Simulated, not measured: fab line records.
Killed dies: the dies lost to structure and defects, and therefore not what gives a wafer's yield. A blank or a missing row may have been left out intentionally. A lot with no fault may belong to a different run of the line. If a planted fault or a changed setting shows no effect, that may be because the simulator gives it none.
Which tool is to blame? :: flow ritCmos :: Sampling: 7 lots, 21 wafers, 3 of 202 route steps

## WHAT EACH GAUGE READ, for each wafer
RIT_SDANNEAL_RS_MEAS_04: a four-point-probe measurement.
lot: L985
measured: day 3 22:55
on: filmMetro-04
PSD_RS (ohm/sq): 115.68 116.10 115.79

lot: L988
measured: day 4 13:58
on: filmMetro-02
PSD_RS (ohm/sq): 116.03 115.96 115.51

lot: L990
measured: day 4 23:25
on: filmMetro-01
PSD_RS (ohm/sq): 115.70 115.52 115.65

lot: L992
measured: day 5 08:54
on: filmMetro-01
PSD_RS (ohm/sq): 116.22 116.30 116.17

lot: L999
measured: day 6 16:08
on: filmMetro-02
PSD_RS (ohm/sq): 115.58 115.85 116.10

lot: L103
measured: day 7 13:32
on: filmMetro-02
PSD_RS (ohm/sq): 116.25 116.23 116.09

lot: L105
measured: day 7 23:04
on: filmMetro-02
PSD_RS (ohm/sq): 115.89 116.18 116.09

## WHICH TOOL RAN EACH LOT (tool, then ch and the chambers of the sampled wafers, then the start)
lot: L985
RIT_PWELL_STRIP_09: plasmaAsher-01 ch 0,1, day 2 15:16
RIT_NLDD_SOFTBAKE_02: lithoTrack-02 ch 0, day 3 12:39

lot: L988
RIT_PWELL_STRIP_09: plasmaAsher-01 ch 0, day 3 07:24
RIT_NLDD_SOFTBAKE_02: lithoTrack-04 ch 0, day 4 05:31

lot: L990
RIT_PWELL_STRIP_09: plasmaAsher-01 ch 0,1, day 3 17:17
RIT_NLDD_SOFTBAKE_02: lithoTrack-04 ch 0, day 4 13:46

lot: L992
RIT_PWELL_STRIP_09: plasmaAsher-02 ch 0,1, day 4 03:10
RIT_NLDD_SOFTBAKE_02: lithoTrack-03 ch 0, day 5 00:04

lot: L999
RIT_PWELL_STRIP_09: plasmaAsher-04 ch 0,1, day 5 13:26
RIT_NLDD_SOFTBAKE_02: lithoTrack-02 ch 0, day 6 07:41

lot: L103
RIT_PWELL_STRIP_09: plasmaAsher-04 ch 0,1, day 6 07:53
RIT_NLDD_SOFTBAKE_02: lithoTrack-02 ch 0, day 7 04:43

lot: L105
RIT_PWELL_STRIP_09: plasmaAsher-04 ch 0,1, day 6 17:49
RIT_NLDD_SOFTBAKE_02: lithoTrack-03 ch 0, day 7 14:22
- RIT_PWELL_STRIP_09: strips in O2, time 180 s.
- RIT_NLDD_SOFTBAKE_02: time 60 s.

## THE ANSWER, worked out from the rows above alone
Rule: usual is defined by the lots themselves. The widest of any qualifying gaps counts: lots, ordered by their means at a reading, are off when they make up no more than a third of the lots, leave a main group of 4 or more, and stand apart from it by 3 or more times the standard deviation of that group's means. If all means in a main group match to the digits the tables above print for the reading, that group is not used. Also off: a lot with no number at a reading for which 4 or more lots have one. Where the step has rows for the other lots, those lots are counted as sound.
None of the lots is off at any reading shown; this tells nothing.

## WHAT THE SIMULATOR HAD PUT IN
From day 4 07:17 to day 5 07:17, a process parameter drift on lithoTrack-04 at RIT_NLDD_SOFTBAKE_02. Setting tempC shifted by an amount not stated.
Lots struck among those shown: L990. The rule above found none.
